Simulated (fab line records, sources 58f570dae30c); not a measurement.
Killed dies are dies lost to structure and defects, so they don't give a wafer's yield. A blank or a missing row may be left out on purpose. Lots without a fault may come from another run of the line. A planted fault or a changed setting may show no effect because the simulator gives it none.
Which tool did it? | flow berkeley_cmos170 | 15 lots, 45 wafers sampled, at 2 steps of a route of 331

WHAT THE GAUGES READ, wafer by wafer
UCB170_M3_OVL_MEAS_16. Usual: M3_OVL 1 nm, standard deviation 5.1.
lot  | measured     | on         | M3_OVL (nm) | flag
L643 | day 9 16:20  | overlay-02 | 12 5 8      |
L644 | day 9 21:07  | overlay-02 | 6 -1 2      |
L645 | day 9 21:40  | overlay-02 | -5 3 -1     |
L647 | day 10 18:52 | overlay-02 | -7 -1 -5    |
L649 | day 10 22:53 | overlay-02 | -1 -2 2     |
L646 | day 10 23:26 | overlay-01 | -2 1 -1     |
L648 | day 10 23:30 | overlay-02 | 1 -6 4      |
L651 | day 11 08:01 | overlay-01 | 2 6 5       |
L653 | day 11 17:54 | overlay-02 | 0 1 6       |
L652 | day 11 20:28 | overlay-02 | 6 8 5       |
L656 | day 12 22:49 | overlay-01 | -3 -3 -2    |
L657 | day 13 09:26 | overlay-01 | 4 8 4       |
L658 | day 13 13:19 | overlay-02 | 146 152 143 | OFF
L661 | day 14 02:43 | overlay-01 | 160 152 161 | OFF
L662 | day 14 02:59 | overlay-01 | 145 142 145 | OFF

WHICH TOOL RAN EACH LOT (tool, then ch and the chambers of the sampled wafers, then the start)
lot  | UCB170_M3_EXPOSE_12
L643 | krf_scanner-01 ch 0, day 9 15:29
L644 | krf_scanner-02 ch 0, day 9 20:37
L645 | krf_scanner-01 ch 0, day 9 20:56
L647 | krf_scanner-02 ch 0, day 10 18:14
L649 | krf_scanner-02 ch 0, day 10 21:52
L646 | krf_scanner-01 ch 0, day 10 22:22
L648 | krf_scanner-01 ch 0, day 10 22:28
L651 | krf_scanner-01 ch 0, day 11 07:30
L653 | krf_scanner-01 ch 0, day 11 16:53
L652 | krf_scanner-01 ch 0, day 11 19:37
L656 | krf_scanner-02 ch 0, day 12 22:21
L657 | krf_scanner-01 ch 0, day 13 08:57
L658 | krf_scanner-02 ch 0, day 13 12:49
L661 | krf_scanner-02 ch 0, day 14 01:49
L662 | krf_scanner-02 ch 0, day 14 02:17
- UCB170_M3_EXPOSE_12: exposes mask METAL3, target cd 700 nm.

WHAT THE TOOLS THEMSELVES READ (means of the sampled wafers that have a number; where no wafer has one, the mark that the record gives instead)
The record holds no such reading with a usual standard deviation.

THE ANSWER, worked out from the rows above alone
Rule: a lot is off if the mean of its wafers that have a number lies more than 3 standard deviations from the usual mean. A lot without any number at a reading at which 4 lots or more have one is off too. The other lots that the step has rows for count as sound. The gauges are gone through in route order, then the tools' own readings, and for those a lot's mean is taken as printed above. The first step at which some lot is off is used, and at that step the reading that is off furthest; a lot without a number counts as furthest.
Off: L658, L661, L662, at UCB170_M3_OVL_MEAS_16 (M3_OVL).
A tool fits if, at a process step before that reading, it ran every lot that is off, and no sound lot after the first of them. The gauges at UCB170_M3_OVL_MEAS_16 are tried like those tools. One fits: krf_scanner-02 at UCB170_M3_EXPOSE_12. Its last sound lot is L656 (day 12 22:21), its first lot that is off L658 (day 13 12:49): a fault that began between those two fits.

WHAT THE SIMULATOR HAD PUT IN
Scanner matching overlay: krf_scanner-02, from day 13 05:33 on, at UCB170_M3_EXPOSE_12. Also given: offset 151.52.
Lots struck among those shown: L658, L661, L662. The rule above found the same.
